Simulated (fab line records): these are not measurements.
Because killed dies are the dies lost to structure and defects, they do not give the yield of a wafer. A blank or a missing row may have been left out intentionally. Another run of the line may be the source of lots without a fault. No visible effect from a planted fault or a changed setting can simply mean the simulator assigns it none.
Struck lot and sound lot, side by side + flow ritCmos + 43 steps out of a route of 202
Sound: the wafers L657.1, L657.3, L657.5. Struck: wafers L668.2, L668.6. (L668.1 of the same lot was not struck and is left out.) The cause comes at the end.
Each step with rows lists, per side, the tool, then ch with its chambers, then its first start. Under that, the readings that differ: sound wafers + struck wafers + difference of the means + sigmas: that difference in standard deviations of wafers without a fault.
alike: a reading whose means differ by less than 2 such deviations, as well as words and numbers matching on both sides. not compared: withheld readings; readings where some wafer has no value; bounds like >300 that might hide an equal value; numbers whose values overlap and for which the record gives no deviation.
Wherever a step has rows on one side only, a row that says differs or no value, or a row with sigmas, the two part there. When numbers do not overlap yet have no deviation, they are printed without sigmas and do not part them. A reading that every wafer of one side lacks parts them only if that side has two wafers or more.

first, 1 step without rows for these wafers: RIT_NLDD_IMPLANT_08.
RIT_NLDD_STRIP_09: strips in O2, time 180 s.
  sound on plasmaAsher-03 ch 0,1, day 3 04:57; struck on plasmaAsher-01 ch 1, day 5 14:17
  alike: drypumpMotorCurrentA
  not compared: rfHoursCounterH
RIT_NLDD_TW_MEAS_10:
  sound: filmMetro-04 at day 3 05:07; struck: filmMetro-03 at day 5 14:28
  alike: NLDD_TW
then, 6 steps without rows for these wafers: RIT_PLDD_HMDS_00 (prime time 60 s); RIT_PLDD_COAT_01 (resist thk 1000 nm); RIT_PLDD_SOFTBAKE_02 (time 60 s); RIT_PLDD_EXPOSE_03 (exposes mask M8, target cd 40900 nm); RIT_PLDD_PEB_04; RIT_PLDD_DEVELOP_05 (develop time 50 s).
RIT_PLDD_OVL_MEAS_06:
  sound: overlay-01 at day 3 06:02; struck: overlay-02 at day 5 15:30
  alike: PLDD_OVL
then, 2 steps without rows for these wafers: RIT_PLDD_HARDBAKE_07 (time 60 s); RIT_PLDD_IMPLANT_08.
RIT_PLDD_STRIP_09: strips in O2, time 180 s.
  sound on plasmaAsher-04 ch 0,1, day 3 06:39; struck on plasmaAsher-04 ch 1, day 5 15:50
  alike: drypumpMotorCurrentA
  not compared: rfHoursCounterH
RIT_PLDD_TW_MEAS_10:
  sound: filmMetro-04 at day 3 06:50; struck: filmMetro-02 at day 5 16:01
  alike: PLDD_TW
then, 4 steps without rows for these wafers: RIT_SPACER_CLEAN_00 (cleans in SC1, time 600 s); RIT_SPACER_CLEAN_01 (cleans in dHF, time 30 s); RIT_SPACER_CLEAN_02 (cleans in SC2, time 600 s); RIT_SPACER_CVD_03 (deposits Si3N4 from SiH2Cl2/NH3, target thk 250 nm, time 3300 s).
RIT_SPACER_THK_MEAS_04:
  sound: filmMetro-02 at day 3 09:10; struck: filmMetro-01 at day 5 18:35
  alike: SPACER_NITRIDE_THK
RIT_SPACER_ETCHBACK_05: etches Si3N4 in SF6/CHF3, stops on SiO2, target depth 250 nm, time 240 s.
  sound on rieDiel-01 ch 0,1,3, day 3 09:14; struck on rieDiel-02 ch 0, day 5 18:39
| reading              | sound             | struck      | difference | sigmas |
|----------------------|-------------------|-------------|------------|--------|
| oesProductAu (a.u.)  | 0.812 0.816 0.840 | 0.864 0.853 | +0.036     | +2     |
| throttleValvePct (%) | 10.08 10.32 10.19 | 10.59 10.58 | +0.39      | +3     |
  alike: drypumpMotorCurrentA
  not compared: rfHoursCounterH
then, 6 steps without rows for these wafers: RIT_NSD_HMDS_00 (prime time 60 s); RIT_NSD_COAT_01 (resist thk 1000 nm); RIT_NSD_SOFTBAKE_02 (time 60 s); RIT_NSD_EXPOSE_03 (exposes mask M9, target cd 40700 nm); RIT_NSD_PEB_04; RIT_NSD_DEVELOP_05 (develop time 50 s).
RIT_NSD_OVL_MEAS_06:
  sound: overlay-02 at day 3 10:19; struck: overlay-01 at day 5 19:39
  alike: NSD_OVL
then, 2 steps without rows for these wafers: RIT_NSD_HARDBAKE_07 (time 60 s); RIT_NSD_IMPLANT_08.
RIT_NSD_STRIP_09: strips in O2, time 180 s.
  sound on plasmaAsher-03 ch 0,1, day 3 10:39; struck on plasmaAsher-03 ch 1, day 5 19:59
| reading                  | sound       | struck  | difference | sigmas |
|--------------------------|-------------|---------|------------|--------|
| drypumpMotorCurrentA (A) | 5.9 5.0 5.0 | 5.9 5.9 | +0.6       | +2     |
  not compared: rfHoursCounterH
RIT_NSD_TW_MEAS_10:
  sound: filmMetro-03 at day 3 10:49; struck: filmMetro-02 at day 5 20:10
  alike: NSD_TW
then, 6 steps without rows for these wafers: RIT_PSD_HMDS_00 (prime time 60 s); RIT_PSD_COAT_01 (resist thk 1000 nm); RIT_PSD_SOFTBAKE_02 (time 60 s); RIT_PSD_EXPOSE_03 (exposes mask M10, target cd 40900 nm); RIT_PSD_PEB_04; RIT_PSD_DEVELOP_05 (develop time 50 s).
RIT_PSD_OVL_MEAS_06:
  sound: overlay-02 at day 3 11:52; struck: overlay-02 at day 5 21:18
  alike: PSD_OVL
then, 2 steps without rows for these wafers: RIT_PSD_HARDBAKE_07 (time 60 s); RIT_PSD_IMPLANT_08.
RIT_PSD_STRIP_09: strips in O2, time 180 s.
  sound on plasmaAsher-01 ch 0,1, day 3 12:11; struck on plasmaAsher-01 ch 0,1, day 5 21:38
  alike: drypumpMotorCurrentA
  not compared: rfHoursCounterH
RIT_PSD_TW_MEAS_10:
  sound: filmMetro-03 at day 3 12:22; struck: filmMetro-04 at day 5 21:49
  alike: PSD_TW
RIT_M1_PROBE_99:
  rows exist in the record for the struck wafers here (prober-01, day 6 06:00), but not for the sound ones

== WHERE THEY PART ==
Earliest at RIT_SPACER_ETCHBACK_05; latest, in this record, at RIT_M1_PROBE_99.

WHY: the cause the simulator had injected
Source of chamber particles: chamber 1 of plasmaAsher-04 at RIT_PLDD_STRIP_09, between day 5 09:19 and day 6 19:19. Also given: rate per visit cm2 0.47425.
